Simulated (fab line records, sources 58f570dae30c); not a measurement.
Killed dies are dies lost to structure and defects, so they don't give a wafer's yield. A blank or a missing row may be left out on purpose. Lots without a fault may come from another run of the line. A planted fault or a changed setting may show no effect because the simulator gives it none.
Problem report in the 8D (eight disciplines) form, filled by code | flow berkeley_cmos170 | the parts of the form that need people (team, actions taken, sign-off) are left out

1. THE PROBLEM
heater_power_total_W at UCB170_PWELL_SOFTBAKE_09 reads a mean of 58.09 W on 6 wafers of 2 lots; wafers without a fault read 56.81 W with a standard deviation of 0.043. That is +30 standard deviations from the usual mean.
The step: time 60 s.
First seen on wafer L961.1, day 4 14:20, on litho_track-04. The record holds 42 wafers of 14 lots with a number at this step. Rule for "out", or "out of limits": more than 4 standard deviations from the usual mean. The other wafers with a number count as sound.

2. WHAT IT IS AND WHAT IT IS NOT
question                    | is                                 | is not
which readings at this step | heater_power_total_W, run_length_s | -
which lots                  | L961, L963                         | L952, L954, L955, L960, L966, L968, L969, L970, L971, L972, L973, L975
which wafers of those lots  | all that have a number             | -
read on which tools         | litho_track-04                     | litho_track-01, litho_track-02
when                        | from day 4 14:20                   | up to then (12 sound wafers); but 24 sound wafers of L966, L968, L969, L970, L971, L972, L973, L975 came after

3. SUSPECTS, AND WHAT RULES EACH OUT
Counting: a tool at a process step up to the reading stays a suspect if it ran every lot that is out and no sound lot after the first of them.
- litho_track-04 at UCB170_PWELL_SOFTBAKE_09 (time 60 s): kept. It ran every lot that is out, first L961 (day 4 14:20), and no sound lot after that; its last sound lot up to then is L952 (day 2 19:26). Its own readings are out on those wafers: heater_power_total_W, run_length_s.
Left after counting: litho_track-04 at UCB170_PWELL_SOFTBAKE_09.

4. THE CAUSE (what the simulator had put in)
Process parameter drift: litho_track-04, from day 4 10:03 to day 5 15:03, at UCB170_PWELL_SOFTBAKE_09. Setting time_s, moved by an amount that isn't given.
Counting left only this tool.

5. THE CHAIN OF EFFECTS, in route order
Each row: a reading whose mean over the struck wafers that have a number lies more than 3 standard deviations from the usual. Only readings for which the record gives a usual standard deviation are gone through. hours: the time from each lot's start at the first step in this table that gives one to its start at this step, as a median over the lots. sigmas: the change in usual standard deviations.
hours | step                     | reading              | usual   | on struck wafers | change | sigmas
0     | UCB170_PWELL_SOFTBAKE_09 | heater_power_total_W | 56.81 W | 58.09            | +1.27  | +30
0     | UCB170_PWELL_SOFTBAKE_09 | run_length_s         | 89.14 s | 84.34            | -4.80  | -18
The process steps in it:
- UCB170_PWELL_SOFTBAKE_09: time 60 s.
Readings that are blank on the struck wafers while sound wafers have them: plate_temp_C at UCB170_PWELL_SOFTBAKE_09.

6. WHAT WOULD HAVE CAUGHT IT SOONER
In this record the first reading out of limits was taken at day 4 14:20, 4 hours after the fault began at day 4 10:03.
